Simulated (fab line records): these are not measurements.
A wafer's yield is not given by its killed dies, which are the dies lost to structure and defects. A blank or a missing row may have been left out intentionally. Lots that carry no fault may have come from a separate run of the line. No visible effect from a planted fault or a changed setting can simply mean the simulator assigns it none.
Comparing a struck lot with a sound one | flow ritCmos | 15 out of 202 route steps
Sound: wafers L627.2, L627.3, L627.5. Wafers L638.1, L638.2, L638.5 were the ones struck. The cause comes at the end.
For every step that has rows: the tool of each side, followed by ch and its chambers, followed by its first start. Under that, the readings that differ: sound wafers | struck wafers | difference of the means | sigmas: that difference in standard deviations of wafers without a fault.
alike: words and numbers the same on both sides, and readings whose means are apart by under 2 such deviations; not compared: readings that were withheld, readings missing a value for some wafer, numbers with overlapping values and no deviation given by the record, and bounds like >300 which may hide the same value.
Wherever a step has rows on one side only, a row that says differs or no value, or a row with sigmas, the two part there. Non-overlapping numbers with no deviation appear without sigmas and do not part them. Lack of a reading on every wafer of one side parts them only where that side has two or more wafers.

first, 6 steps without rows for these wafers: RIT_GATE_HMDS_10 (prime time 60 s); RIT_GATE_COAT_11 (resist thk 850 nm); RIT_GATE_SOFTBAKE_12 (time 60 s); RIT_GATE_EXPOSE_13 (exposes mask M6, target cd 150 nm); RIT_GATE_PEB_14; RIT_GATE_DEVELOP_15 (develop time 50 s).
RIT_GATE_CD_MEAS_16: target cd 150 nm.
  sound on cdSem-01, day 3 05:20; struck on cdSem-01, day 5 11:50
  alike: cdNm
RIT_GATE_OVL_MEAS_17:
  sound on overlay-02, day 3 05:26; struck on overlay-02, day 5 11:57
  alike: GATE_OVL
then, 1 step without rows for these wafers: RIT_GATE_HARDBAKE_18 (time 60 s).
RIT_GATE_ETCH_19: etches poly-Si in SF6/CHF3/O2, stops on SiO2, time 165 s, target depth 312.5 nm.
  sound on rieSi-01 ch 1,2,3, day 3 05:37; struck on rieSi-02 ch 0,1, day 5 12:08
  alike: drypumpMotorCurrentA, oesProductAu, throttleValvePct
  not compared: rfHoursCounterH
RIT_GATE_STRIP_20: strips in O2, time 180 s.
  sound on plasmaAsher-02 ch 0,1, day 3 05:43; struck on plasmaAsher-03 ch 0,1, day 5 12:15
  alike: drypumpMotorCurrentA
  not compared: rfHoursCounterH
RIT_GATE_CD_MEAS_90: target cd 150 nm.
  sound on cdSem-01, day 3 05:55; struck on cdSem-01, day 5 12:25
  alike: cdNm
RIT_REOX_CLEAN_00: cleans in SC1, time 600 s.
  sound on wetBench-02 ch 0, day 3 06:01; struck on wetBench-02 ch 0, day 5 12:32
reading            | sound             | struck            | difference | sigmas
bathGuardTempC (C) | 75.9 75.7 75.6    | 78.3 78.3 78.6    | +2.7       | +4
tempC (C)          | 75.07 75.09 74.99 | 77.71 77.79 77.84 | +2.73      | +23
  alike: bathHeatDutyPct
then, 1 step without rows for these wafers: RIT_REOX_CLEAN_01 (cleans in dHF, time 30 s).
RIT_M1_PROBE_99:
  the record has rows for the struck wafers here (prober-02, day 6 09:42) and none for the sound ones

== WHERE THEY PART ==
First at RIT_REOX_CLEAN_00; last, within this record, at RIT_M1_PROBE_99.

WHY: whatever the simulator had introduced
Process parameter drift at RIT_REOX_CLEAN_00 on wetBench-02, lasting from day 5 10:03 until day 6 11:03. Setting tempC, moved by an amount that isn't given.
